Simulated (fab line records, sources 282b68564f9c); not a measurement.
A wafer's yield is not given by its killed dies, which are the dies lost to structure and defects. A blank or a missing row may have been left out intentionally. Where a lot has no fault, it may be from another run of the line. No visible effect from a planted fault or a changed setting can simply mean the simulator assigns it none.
A struck lot beside a sound one + flow rit cmos + 18 out of 202 route steps
Sound: the wafers L315.1, L315.4, L315.6. Struck: wafers L323.1, L323.5, L323.6. The cause comes at the end.
At each step with rows: each side's tool, then ch and its chambers, then its first start. Under that, the readings that differ: sound wafers + struck wafers + difference of the means + sigmas: that difference in standard deviations of wafers without a fault.
alike: readings whose means differ by less than 2 such deviations, and words and numbers that are the same on both sides. not compared: withheld readings, readings that some wafer has no value for, bounds like >300 that may hide the same value, and numbers for which the record gives no deviation and whose values overlap.
A row with sigmas, a row that says differs or no value, or rows on one side alone: a step with any of these is where the two part. When numbers do not overlap yet have no deviation, they are printed without sigmas and do not part them. A reading that every wafer of one side lacks parts them only if that side has two wafers or more.

first, 5 steps without rows for these wafers: RIT_NSD_COAT_01 (resist thk 1000 nm); RIT_NSD_SOFTBAKE_02 (time 60 s); RIT_NSD_EXPOSE_03 (exposes mask M9, target cd 40700 nm); RIT_NSD_PEB_04; RIT_NSD_DEVELOP_05 (develop time 50 s).
RIT_NSD_OVL_MEAS_06:
  sound: overlay-02 at day 3 01:52; struck: overlay-01 at day 4 16:59
  alike: NSD_OVL
then, 2 steps without rows for these wafers: RIT_NSD_HARDBAKE_07 (time 60 s); RIT_NSD_IMPLANT_08.
RIT_NSD_STRIP_09: strips in O2, time 180 s.
  sound on plasma asher-01 ch 0,1, day 3 02:13; struck on plasma asher-01 ch 0,1, day 4 17:19
  alike: drypump motor current A
  not compared: rf hours counter h
RIT_NSD_TW_MEAS_10:
  sound: film metro-03 at day 3 02:23; struck: film metro-03 at day 4 17:29
  alike: NSD_TW
then, 2 steps without rows for these wafers: RIT_PSD_HMDS_00 (prime time 60 s); RIT_PSD_COAT_01 (resist thk 1000 nm).
RIT_PSD_SOFTBAKE_02: time 60 s.
  sound on litho track-02 ch 0, day 3 02:44; struck on litho track-01 ch 0, day 4 17:51
| reading                                  | sound             | struck            | difference | sigmas |
|------------------------------------------|-------------------|-------------------|------------|--------|
| heater power total W (W)                 | 34.55 34.53 34.60 | 38.44 38.54 38.54 | +3.95      | +72    |
| plate temp C (C)                         | 89.83 89.99 89.82 | 97.32 97.36 97.38 | +7.47      | +62    |
| model.NOVOLAK_of_PSD_COAT_01.thk nm (nm) | 1008 1002 1000    | 980.1 984.3 977.2 | -22.8      |        |
  alike: exhaust pa
then, 2 steps without rows for these wafers: RIT_PSD_EXPOSE_03 (exposes mask M10, target cd 40900 nm); RIT_PSD_PEB_04.
RIT_PSD_DEVELOP_05: develop time 50 s.
  sound on litho track-02 ch 0; struck on litho track-02 ch 0
| reading                                  | sound           | struck          | difference | sigmas |
|------------------------------------------|-----------------|-----------------|------------|--------|
| model.NOVOLAK_of_PSD_COAT_01.thk nm (nm) | 1007 1002 999.6 | 979.8 984 976.8 | -22.7      |        |
  alike: developer temp C, exhaust pa
RIT_PSD_OVL_MEAS_06:
  sound: overlay-02 at day 3 03:36; struck: overlay-02 at day 4 18:31
  alike: PSD_OVL
RIT_M1_PROBE_99:
  sound: prober-02 at day 3 12:20; struck: prober-01 at day 5 03:17
  alike: killed at contacts, killed at front end, killed dies, killed open, killed short

## WHERE THEY PART
Within this record, at RIT_PSD_SOFTBAKE_02 only. Later steps at which nothing parts them and some readings are alike: RIT_PSD_DEVELOP_05, RIT_PSD_OVL_MEAS_06, RIT_M1_PROBE_99.

WHY: what the simulator had put in
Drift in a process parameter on litho track-01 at RIT_PSD_SOFTBAKE_02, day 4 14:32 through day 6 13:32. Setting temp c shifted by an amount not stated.
